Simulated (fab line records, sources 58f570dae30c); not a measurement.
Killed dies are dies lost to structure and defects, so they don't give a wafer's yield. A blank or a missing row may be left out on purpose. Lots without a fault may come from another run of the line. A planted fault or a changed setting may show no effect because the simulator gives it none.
Split-lot experiment | flow berkeley_cmos170 | 5 lots, 23 wafers read, on a route of 331 steps

THE SPLIT
At UCB170_NWELL_IMPLANT_14, the setting energy_kev was moved away from the recipe's 150 on 6 of the 23 wafers read, by -3.1% to +2.6%. The other wafers ran this setting at the recipe's value.

The reading is taken at the split's own step.

THE READING
implant.drp_nm (the simulator's own value, which no gauge read), in nm, at UCB170_NWELL_IMPLANT_14. The file gives no usual value for it.

wafer  | tool, chamber at the split | energy_kev as run | against the recipe | implant.drp_nm, nm | against lot-mates on the recipe
L076.2 | implanter-04, 0            | 153.9             | +2.6%              | 63.95              | +1.23
L076.5 | implanter-04, 0            | 153.9             | +2.6%              | 63.95              | +1.23
L076.3 | implanter-04, 0            | 150               | recipe             | 62.72              | -
L076.4 | implanter-04, 0            | 150               | recipe             | 62.72              | -
L076.6 | implanter-04, 0            | 150               | recipe             | 62.72              | -
L077.1 | implanter-02, 0            | 150               | recipe             | 62.72              | -
L077.4 | implanter-02, 0            | 150               | recipe             | 62.72              | -
L077.6 | implanter-02, 0            | 150               | recipe             | 62.72              | -
L080.1 | implanter-02, 0            | 150               | recipe             | 62.72              | -
L080.5 | implanter-02, 0            | 150               | recipe             | 62.72              | -
L080.6 | implanter-02, 0            | 150               | recipe             | 62.72              | -
L080.3 | implanter-02, 0            | 145.8             | -2.8%              | 61.35              | -1.37
L080.4 | implanter-02, 0            | 145.8             | -2.8%              | 61.35              | -1.37
L079.1 | implanter-04, 0            | 150               | recipe             | 62.72              | -
L079.2 | implanter-04, 0            | 150               | recipe             | 62.72              | -
L079.5 | implanter-04, 0            | 150               | recipe             | 62.72              | -
L079.4 | implanter-04, 0            | 145.3             | -3.1%              | 61.19              | -1.53
L079.6 | implanter-04, 0            | 145.3             | -3.1%              | 61.19              | -1.53
L082.1 | implanter-02, 0            | 150               | recipe             | 62.72              | -
L082.2 | implanter-02, 0            | 150               | recipe             | 62.72              | -
L082.3 | implanter-02, 0            | 150               | recipe             | 62.72              | -
L082.4 | implanter-02, 0            | 150               | recipe             | 62.72              | -
L082.6 | implanter-02, 0            | 150               | recipe             | 62.72              | -

THE FIT
A straight line over all 23 wafers: implant.drp_nm changes by +0.484 nm for each +1% of energy_kev; r = +1.00; the points scatter about the line by 0.0094 nm.
The same after taking each lot's own level away (the mean of its wafers on the recipe; 23 wafers): +0.484 nm for each +1%; r = +1.00; scatter 0.0094 nm.
On that fit, the largest move of energy_kev shifts the reading by 1.5 nm.
The lots' own levels span 62.720 to 62.720 nm.
So the lot-to-lot level changes the slope little: the two slopes agree.
Check: with one of the wafers moved furthest among these (-3.1%) left out of the fit, the line predicts -1.52 nm for it against its lot-mates. It came out at -1.53 nm against them.

THE WHOLE CHAIN: every reading that the file lists as answering this split, in the file's order
step                    | what it does | reading                                                         | change (the file's fit)               | r (the file's)
UCB170_NWELL_IMPLANT_14 |              | implant.rp_nm (the simulator's own value, which no gauge read)  | +1.94 nm for each +1% of the setting  | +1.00
UCB170_NWELL_IMPLANT_14 |              | implant.drp_nm (the simulator's own value, which no gauge read) | +0.485 nm for each +1% of the setting | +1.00

THE FILE'S OWN FIT
implant.drp_nm changes by +0.485 nm for each +1% of energy_kev, r = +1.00.
